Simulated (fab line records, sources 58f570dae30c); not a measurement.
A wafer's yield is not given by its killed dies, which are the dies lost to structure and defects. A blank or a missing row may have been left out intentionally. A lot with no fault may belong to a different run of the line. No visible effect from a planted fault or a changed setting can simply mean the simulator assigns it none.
Which tool did it? :: flow berkeley-cmos170 :: 15 lots, 45 wafers sampled, at 4 steps of a route of 331

WHAT EACH GAUGE READ, for each wafer
UCB170_SILICIDE_RS_MEAS_02: the measuring method here is four-point-probe. Usual: SILICIDE_TI_RS gives 26.1 ohm/sq (standard deviation 0.33).
lot: L422
measured: day 8 06:24
on: film-metro-01
SILICIDE_TI_RS (ohm/sq): 26.1 25.9 26.0
flag: 

lot: L424
measured: day 8 21:59
on: film-metro-03
SILICIDE_TI_RS (ohm/sq): 26.1 26.5 26.0
flag: 

lot: L425
measured: day 8 22:17
on: film-metro-03
SILICIDE_TI_RS (ohm/sq): 26.2 26.0 26.0
flag: 

lot: L423
measured: day 8 22:34
on: film-metro-01
SILICIDE_TI_RS (ohm/sq): 26.0 26.0 26.5
flag: 

lot: L426
measured: day 9 05:24
on: film-metro-01
SILICIDE_TI_RS (ohm/sq): 26.1 26.1 26.2
flag: 

lot: L428
measured: day 9 21:35
on: film-metro-01
SILICIDE_TI_RS (ohm/sq): 26.0 25.6 25.6
flag: 

lot: L434
measured: day 10 17:53
on: film-metro-03
SILICIDE_TI_RS (ohm/sq): 26.6 26.5 26.3
flag: 

lot: L432
measured: day 10 18:07
on: film-metro-02
SILICIDE_TI_RS (ohm/sq): 26.1 26.3 25.9
flag: 

lot: L433
measured: day 11 08:36
on: film-metro-03
SILICIDE_TI_RS (ohm/sq): 26.6 26.6 26.6
flag: 

lot: L436
measured: day 11 08:58
on: film-metro-03
SILICIDE_TI_RS (ohm/sq): 25.8 25.8 25.8
flag: 

lot: L435
measured: day 11 08:48
on: film-metro-01
SILICIDE_TI_RS (ohm/sq): 25.9 25.6 25.7
flag: 

lot: L437
measured: day 11 16:14
on: film-metro-03
SILICIDE_TI_RS (ohm/sq): 26.5 25.9 25.9
flag: 

lot: L442
measured: day 11 23:38
on: film-metro-03
SILICIDE_TI_RS (ohm/sq): 25.7 25.7 26.2
flag: 

lot: L440
measured: day 11 23:55
on: film-metro-03
SILICIDE_TI_RS (ohm/sq): 26.0 25.5 26.0
flag: 

lot: L441
measured: day 12 00:06
on: film-metro-01
SILICIDE_TI_RS (ohm/sq): 26.1 25.7 25.5
flag: 

UCB170_V1_OVL_MEAS_13. Usual: V1_OVL gives -3 nm (standard deviation 4.9).
lot: L422
measured: day 8 16:34
on: overlay-02
V1_OVL (nm): 2 -4 -8
flag: 

lot: L424
measured: day 9 09:29
on: overlay-01
V1_OVL (nm): 0 -1 3
flag: 

lot: L425
measured: day 9 09:36
on: overlay-02
V1_OVL (nm): 0 -5 -5
flag: 

lot: L423
measured: day 9 10:30
on: overlay-01
V1_OVL (nm): -7 -6 -6
flag: 

lot: L426
measured: day 9 18:31
on: overlay-02
V1_OVL (nm): 11 -2 -7
flag: 

lot: L428
measured: day 10 08:41
on: overlay-02
V1_OVL (nm): -2 -1 -1
flag: 

lot: L434
measured: day 11 06:40
on: overlay-01
V1_OVL (nm): -13 -11 -4
flag: 

lot: L432
measured: day 11 07:50
on: overlay-02
V1_OVL (nm): 5 6 0
flag: 

lot: L433
measured: day 11 19:50
on: overlay-02
V1_OVL (nm): -1 -3 1
flag: 

lot: L436
measured: day 11 22:18
on: overlay-01
V1_OVL (nm): -11 -8 -3
flag: 

lot: L435
measured: day 11 21:10
on: overlay-01
V1_OVL (nm): -3 1 -2
flag: 

lot: L437
measured: day 12 02:47
on: overlay-01
V1_OVL (nm): -2 1 5
flag: 

lot: L442
measured: day 12 13:40
on: overlay-01
V1_OVL (nm): 3 -4 -7
flag: 

lot: L440
measured: day 12 15:50
on: overlay-02
V1_OVL (nm): -12 -4 -11
flag: 

lot: L441
measured: day 12 19:24
on: overlay-01
V1_OVL (nm): -10 -7 -2
flag: 

UCB170_V2_THK_MEAS_01. Usual: V2_TEOS_THK gives 1998 nm (standard deviation 27).
lot: L422
measured: day 8 19:46
on: film-metro-03
V2_TEOS_THK (nm): 1956 2008 2013
flag: 

lot: L424
measured: day 9 13:12
on: film-metro-03
V2_TEOS_THK (nm): 1963 1981 2024
flag: 

lot: L425
measured: day 9 13:26
on: film-metro-01
V2_TEOS_THK (nm): 1979 2008 2026
flag: 

lot: L423
measured: day 9 14:25
on: film-metro-01
V2_TEOS_THK (nm): 1975 2027 1981
flag: 

lot: L426
measured: day 10 01:28
on: film-metro-04
V2_TEOS_THK (nm): 1976 1997 2029
flag: 

lot: L428
measured: day 10 11:52
on: film-metro-04
V2_TEOS_THK (nm): 1953 1997 2015
flag: 

lot: L434
measured: day 11 10:21
on: film-metro-03
V2_TEOS_THK (nm): 2009 2013 2033
flag: 

lot: L432
measured: day 11 11:35
on: film-metro-03
V2_TEOS_THK (nm): 1983 1989 2012
flag: 

lot: L433
measured: day 11 23:25
on: film-metro-01
V2_TEOS_THK (nm): 1995 2054 2026
flag: 

lot: L436
measured: day 12 01:23
on: film-metro-01
V2_TEOS_THK (nm): 1983 1968 1989
flag: 

lot: L435
measured: day 12 00:44
on: film-metro-03
V2_TEOS_THK (nm): 1969 2011 2044
flag: 

lot: L437
measured: day 12 09:31
on: film-metro-03
V2_TEOS_THK (nm): 2002 1982 2059
flag: 

lot: L442
measured: day 12 17:20
on: film-metro-03
V2_TEOS_THK (nm): 1983 2004 1984
flag: 

lot: L440
measured: day 12 19:45
on: film-metro-03
V2_TEOS_THK (nm): 1960 2005 1998
flag: 

lot: L441
measured: day 12 22:31
on: film-metro-03
V2_TEOS_THK (nm): 1983 1980 2012
flag: 

WHAT TOOL EACH LOT RAN ON (gives the tool, then ch and the chambers of the sampled wafers, and finally the start)
lot: L422
UCB170_PSD_PEB_04: litho-track-04 ch 0, day 8 01:52

lot: L424
UCB170_PSD_PEB_04: litho-track-02 ch 0, day 8 17:08

lot: L425
UCB170_PSD_PEB_04: litho-track-02 ch 0, day 8 17:25

lot: L423
UCB170_PSD_PEB_04: litho-track-02 ch 0, day 8 17:44

lot: L426
UCB170_PSD_PEB_04: litho-track-04 ch 0, day 9 01:31

lot: L428
UCB170_PSD_PEB_04: litho-track-01 ch 0, day 9 13:56

lot: L434
UCB170_PSD_PEB_04: litho-track-01, day 10 10:25

lot: L432
UCB170_PSD_PEB_04: litho-track-04, day 10 10:35

lot: L433
UCB170_PSD_PEB_04: litho-track-02, day 11 02:32

lot: L436
UCB170_PSD_PEB_04: litho-track-04 ch 0, day 11 02:43

lot: L435
UCB170_PSD_PEB_04: litho-track-01 ch 0, day 11 02:52

lot: L437
UCB170_PSD_PEB_04: litho-track-04 ch 0, day 11 11:33

lot: L442
UCB170_PSD_PEB_04: litho-track-04 ch 0, day 11 19:26

lot: L440
UCB170_PSD_PEB_04: litho-track-02 ch 0, day 11 19:32

lot: L441
UCB170_PSD_PEB_04: litho-track-01 ch 0, day 11 19:43
- UCB170_PSD_PEB_04

WHAT THE TOOLS THEMSELVES READ (means of the sampled wafers that have a number; where no wafer has one, the mark that the record gives instead)
UCB170_PSD_PEB_04. Usual: chill-plate-temp-C 22.99 C, standard deviation 0.12; exhaust-pa 44.9 Pa, standard deviation 0.94; plate-temp-C 129.98 C, standard deviation 0.14.
lot: L422
tool: litho-track-04
chill-plate-temp-C (C): 23.22
exhaust-pa (Pa): 44.7
plate-temp-C (C): 130.08
flag: 

lot: L424
tool: litho-track-02
chill-plate-temp-C (C): 22.87
exhaust-pa (Pa): 46.2
plate-temp-C (C): 129.91
flag: 

lot: L425
tool: litho-track-02
chill-plate-temp-C (C): 23.07
exhaust-pa (Pa): 45.6
plate-temp-C (C): 129.78
flag: 

lot: L423
tool: litho-track-02
chill-plate-temp-C (C): 22.93
exhaust-pa (Pa): 44.7
plate-temp-C (C): 130.04
flag: 

lot: L426
tool: litho-track-04
chill-plate-temp-C (C): 23.17
exhaust-pa (Pa): 45.2
plate-temp-C (C): 129.99
flag: 

lot: L428
tool: litho-track-01
chill-plate-temp-C (C): 22.98
exhaust-pa (Pa): 45.2
plate-temp-C (C): 130.08
flag: 

lot: L434
tool: litho-track-01
chill-plate-temp-C (C): -
exhaust-pa (Pa): -
plate-temp-C (C): -
flag: OFF

lot: L432
tool: litho-track-04
chill-plate-temp-C (C): -
exhaust-pa (Pa): -
plate-temp-C (C): -
flag: OFF

lot: L433
tool: litho-track-02
chill-plate-temp-C (C): -
exhaust-pa (Pa): -
plate-temp-C (C): -
flag: OFF

lot: L436
tool: litho-track-04
chill-plate-temp-C (C): 22.95
exhaust-pa (Pa): 45.0
plate-temp-C (C): 129.99
flag: 

lot: L435
tool: litho-track-01
chill-plate-temp-C (C): 22.90
exhaust-pa (Pa): 44.3
plate-temp-C (C): 129.95
flag: 

lot: L437
tool: litho-track-04
chill-plate-temp-C (C): 22.98
exhaust-pa (Pa): 43.7
plate-temp-C (C): 129.94
flag: 

lot: L442
tool: litho-track-04
chill-plate-temp-C (C): 22.95
exhaust-pa (Pa): 45.2
plate-temp-C (C): 130.03
flag: 

lot: L440
tool: litho-track-02
chill-plate-temp-C (C): 22.96
exhaust-pa (Pa): 45.3
plate-temp-C (C): 130.11
flag: 

lot: L441
tool: litho-track-01
chill-plate-temp-C (C): 23.08
exhaust-pa (Pa): 43.9
plate-temp-C (C): 129.90
flag: 

THE ANSWER, worked out from the rows above alone
Rule: lot off if the mean of its wafers having a number is beyond 3 standard deviations from the usual mean. Also off: a lot with no number at a reading for which 4 or more lots have one. Where the step has rows for the other lots, those lots are counted as sound. First the gauges in route order, then the tools' own readings, where a lot's mean is used as printed above. At the first step where some lot is off, the reading lying furthest off is the one used; lots without a number count as furthest.
Off: L434, L432, L433 (UCB170_PSD_PEB_04, chill-plate-temp-C). Without a number there: L434, L432, L433.
If a tool, at that step or one of the process steps before it, ran each lot that is off and ran no sound lot following the first of them, it fits. Not one of the candidates tried fits.

WHAT THE SIMULATOR HAD INSERTED
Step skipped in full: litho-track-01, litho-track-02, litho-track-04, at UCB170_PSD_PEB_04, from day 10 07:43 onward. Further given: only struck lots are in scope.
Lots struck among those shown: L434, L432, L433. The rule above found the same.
